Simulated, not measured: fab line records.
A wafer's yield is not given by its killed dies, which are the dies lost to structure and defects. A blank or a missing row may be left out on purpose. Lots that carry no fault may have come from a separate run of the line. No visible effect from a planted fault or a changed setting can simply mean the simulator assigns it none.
Shared-tool check | flow berkeley-cmos170 | 14 lots, 42 wafers sampled

THE REASON FOR OPENING IT
At UCB170_M1_RS_MEAS_01 the reading M1_AL_RS is flagged on 2 of 14 lots. Wafers without a fault read 0.0487 ohm/sq, standard deviation 0.00046.
Rule: a lot is flagged when every wafer of it that has a number lies more than 4 standard deviations from that mean, or none has a number. As for the other lots, they are considered sound.

lot  | measured     | on            | M1_AL_RS (ohm/sq), wafer by wafer | flag
L223 | day 7 02:08  | film-metro-02 | 0.0490 0.0486 0.0485              |
L220 | day 7 02:31  | film-metro-01 | 0.0489 0.0483 0.0480              |
L224 | day 7 07:02  | film-metro-01 | 0.0481 0.0482 0.0483              |
L225 | day 7 14:25  | film-metro-02 | 0.0490 0.0486 0.0483              |
L226 | day 7 14:41  | film-metro-03 | 0.0490 0.0488 0.0489              |
L227 | day 8 05:39  | film-metro-02 | 0.0487 0.0496 0.0495              |
L230 | day 8 12:08  | film-metro-02 | 0.0489 0.0483 0.0487              |
L229 | day 8 12:56  | film-metro-02 | 0.0481 0.0488 0.0482              |
L235 | day 9 20:50  | film-metro-01 | 0.0443 0.0448 0.0444              | FLAGGED
L237 | day 10 11:15 | film-metro-01 | 0.0452 0.0445 0.0443              | FLAGGED
L236 | day 10 11:47 | film-metro-03 | 0.0495 0.0486 0.0486              |
L239 | day 11 00:10 | film-metro-02 | 0.0487 0.0487 0.0488              |
L240 | day 11 00:17 | film-metro-03 | 0.0487 0.0489 0.0489              |
L243 | day 11 16:25 | film-metro-03 | 0.0491 0.0485 0.0486              |
The mean of the flagged lots' numbers is 0.0446 ohm/sq, -0.0041 ohm/sq from the usual (-9 standard deviations).

TOOL THAT RAN EACH LOT
Before the reading, the record contains 2 process steps out of a 331-step route. Read each cell as the tool, then ch plus the chambers that the sampled wafers visited, then the start.
lot  | flag    | UCB170_SILICIDE_RTA_04           | UCB170_M1_SPUTTER_00
L223 |         | rtp-anneal-01 ch 0, day 6 20:23  | pvd-sputter-01, day 7 02:04
L220 |         | rtp-anneal-01 ch 0, day 6 20:16  | pvd-sputter-04, day 7 02:25
L224 |         | rtp-anneal-01 ch 0, day 7 02:07  | pvd-sputter-01, day 7 06:59
L225 |         | rtp-anneal-01 ch 0, day 7 09:44  | pvd-sputter-02, day 7 14:20
L226 |         | rtp-anneal-02 ch 0, day 7 09:50  | pvd-sputter-01, day 7 14:37
L227 |         | rtp-anneal-02 ch 0, day 8 00:06  | pvd-sputter-01, day 8 05:33
L230 |         | rtp-anneal-01 ch 0, day 8 07:22  | pvd-sputter-04, day 8 12:04
L229 |         | rtp-anneal-02 ch 0, day 8 07:31  | pvd-sputter-01, day 8 12:50
L235 | FLAGGED | rtp-anneal-01 ch 0, day 9 15:52  | pvd-sputter-01, day 9 20:47
L237 | FLAGGED | rtp-anneal-02 ch 0, day 10 05:26 | pvd-sputter-01, day 10 11:09
L236 |         | rtp-anneal-02 ch 0, day 10 05:56 | pvd-sputter-04, day 10 11:44
L239 |         | rtp-anneal-01 ch 0, day 10 19:15 | pvd-sputter-02, day 11 00:04
L240 |         | rtp-anneal-02 ch 0, day 10 19:24 | pvd-sputter-04, day 11 00:13
L243 |         | rtp-anneal-02 ch 0, day 11 11:45 | pvd-sputter-04, day 11 16:20
What the steps here do:
- UCB170_SILICIDE_RTA_04: time 15 s.
- UCB170_M1_SPUTTER_00: material Al, target thk 600 nm, time 80 s.
- UCB170_M1_RS_MEAS_01: measures by four-point-probe.

FLAGGED AGAINST TOTAL, ONE TOOL AT A TIME (gauges that did the reading follow at the end)
step                   | tool           | lots run | flagged | share of the flagged lots | sound lots run after its first flagged lot
UCB170_SILICIDE_RTA_04 | rtp-anneal-01  | 7        | 1       | some                      | 1 (L239)
UCB170_SILICIDE_RTA_04 | rtp-anneal-02  | 7        | 1       | some                      | 3 (L236,L240,L243)
UCB170_M1_SPUTTER_00   | pvd-sputter-01 | 7        | 2       | all                       | 0
UCB170_M1_SPUTTER_00   | pvd-sputter-02 | 2        | 0       | none                      | -
UCB170_M1_SPUTTER_00   | pvd-sputter-04 | 5        | 0       | none                      | -
UCB170_M1_RS_MEAS_01   | film-metro-01  | 4        | 2       | all                       | 0
UCB170_M1_RS_MEAS_01   | film-metro-02  | 6        | 0       | none                      | -
UCB170_M1_RS_MEAS_01   | film-metro-03  | 4        | 0       | none                      | -

WHAT IS ALLOWED BY THE TABLE
2 rows of the table ran every flagged lot: pvd-sputter-01 at UCB170_M1_SPUTTER_00, film-metro-01 at UCB170_M1_RS_MEAS_01.
- pvd-sputter-01 at UCB170_M1_SPUTTER_00 ran 7 lots, 2 of them flagged. It ran its last sound lot, L229, at day 8 12:50 and its first flagged lot, L235, at day 9 20:47: a fault with its onset between the two fits.
- film-metro-01 at UCB170_M1_RS_MEAS_01 ran 4 lots, 2 of them flagged. It ran its last sound lot, L224, at day 7 07:02 and its first flagged lot, L235, at day 9 20:50: a fault with its onset between the two fits.
These 2 tools cannot be told apart by counting lots, since each of them fits a fault that started at some hour. More lots, or a look at what each step does to the wafer, might.

WHAT HAD BEEN PUT IN BY THE SIMULATOR
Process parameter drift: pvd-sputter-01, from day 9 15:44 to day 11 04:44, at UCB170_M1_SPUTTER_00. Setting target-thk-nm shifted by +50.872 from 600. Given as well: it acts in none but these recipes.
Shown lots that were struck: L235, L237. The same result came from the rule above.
